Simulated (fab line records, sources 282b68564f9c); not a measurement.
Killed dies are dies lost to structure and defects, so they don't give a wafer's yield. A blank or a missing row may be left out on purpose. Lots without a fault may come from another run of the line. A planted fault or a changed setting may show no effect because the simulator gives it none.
Which tool did it? | flow rit_cmos | 7 lots, 21 wafers sampled, at 3 steps of a route of 202

WHAT THE GAUGES READ, wafer by wafer
RIT_NLDD_TW_MEAS_10.
lot  | measured    | on            | NLDD_TW
L523 | day 3 04:57 | film_metro-01 | 2470 2485 2452
L526 | day 3 18:49 | film_metro-02 | 2447 2453 2434
L528 | day 3 22:50 | film_metro-02 | 2443 2449 2440
L530 | day 4 13:47 | film_metro-01 | 2481 2479 2487
L535 | day 5 16:53 | film_metro-02 | 2709 2702 2709
L539 | day 6 11:06 | film_metro-01 | 2734 2732 2743
L542 | day 6 22:52 | film_metro-04 | 2519 2491 2509

WHICH TOOL RAN EACH LOT (tool, then ch and the chambers of the sampled wafers, then the start)
lot  | RIT_PRETRO_STRIP_09                 | RIT_NLDD_IMPLANT_08
L523 | plasma_asher-02 ch 0,1, day 2 14:56 | implanter-02 ch 0, day 3 04:37
L526 | plasma_asher-01 ch 0,1, day 3 05:19 | implanter-04 ch 0, day 3 18:31
L528 | plasma_asher-01 ch 0,1, day 3 10:15 | implanter-02 ch 0, day 3 22:31
L530 | plasma_asher-03 ch 0,1, day 3 22:00 | implanter-01 ch 0, day 4 13:29
L535 | plasma_asher-01 ch 0,1, day 5 00:00 | implanter-04 ch 0, day 5 16:34
L539 | plasma_asher-03 ch 0,1, day 5 20:26 | implanter-04 ch 0, day 6 10:46
L542 | plasma_asher-03 ch 0,1, day 6 10:14 | implanter-01 ch 0, day 6 22:33
- RIT_PRETRO_STRIP_09: strips in O2, time 180 s.
- RIT_NLDD_IMPLANT_08

THE ANSWER, worked out from the rows above alone
Rule: what is usual is taken from the lots themselves. Put in order of their means at a reading, lots are off if they are a third of the lots or fewer, leave a main group of 4 or more, and stand apart from it by a gap of 3 or more times the standard deviation of the main group's means; of several such gaps the widest counts. A main group whose means are all the same, to the digits that the tables above print for the reading, isn't used. A lot without any number at a reading at which 4 lots or more have one is off too. The other lots that the step has rows for count as sound.
Off: L535, L539, at RIT_NLDD_TW_MEAS_10 (NLDD_TW). The main group: mean 2469, standard deviation 24.
A tool fits if, at a process step before that reading, it ran every lot that is off, and no sound lot after the first of them. The gauges at RIT_NLDD_TW_MEAS_10 are tried like those tools. One fits: implanter-04 at RIT_NLDD_IMPLANT_08. Its last sound lot is L526 (day 3 18:31), its first lot that is off L535 (day 5 16:34): a fault that began between those two fits.

WHAT THE SIMULATOR HAD PUT IN
Process parameter drift: implanter-04, from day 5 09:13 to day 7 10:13, at RIT_NLDD_IMPLANT_08. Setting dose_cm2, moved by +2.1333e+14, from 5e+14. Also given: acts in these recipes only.
Lots struck among those shown: L535, L539. The rule above found the same.
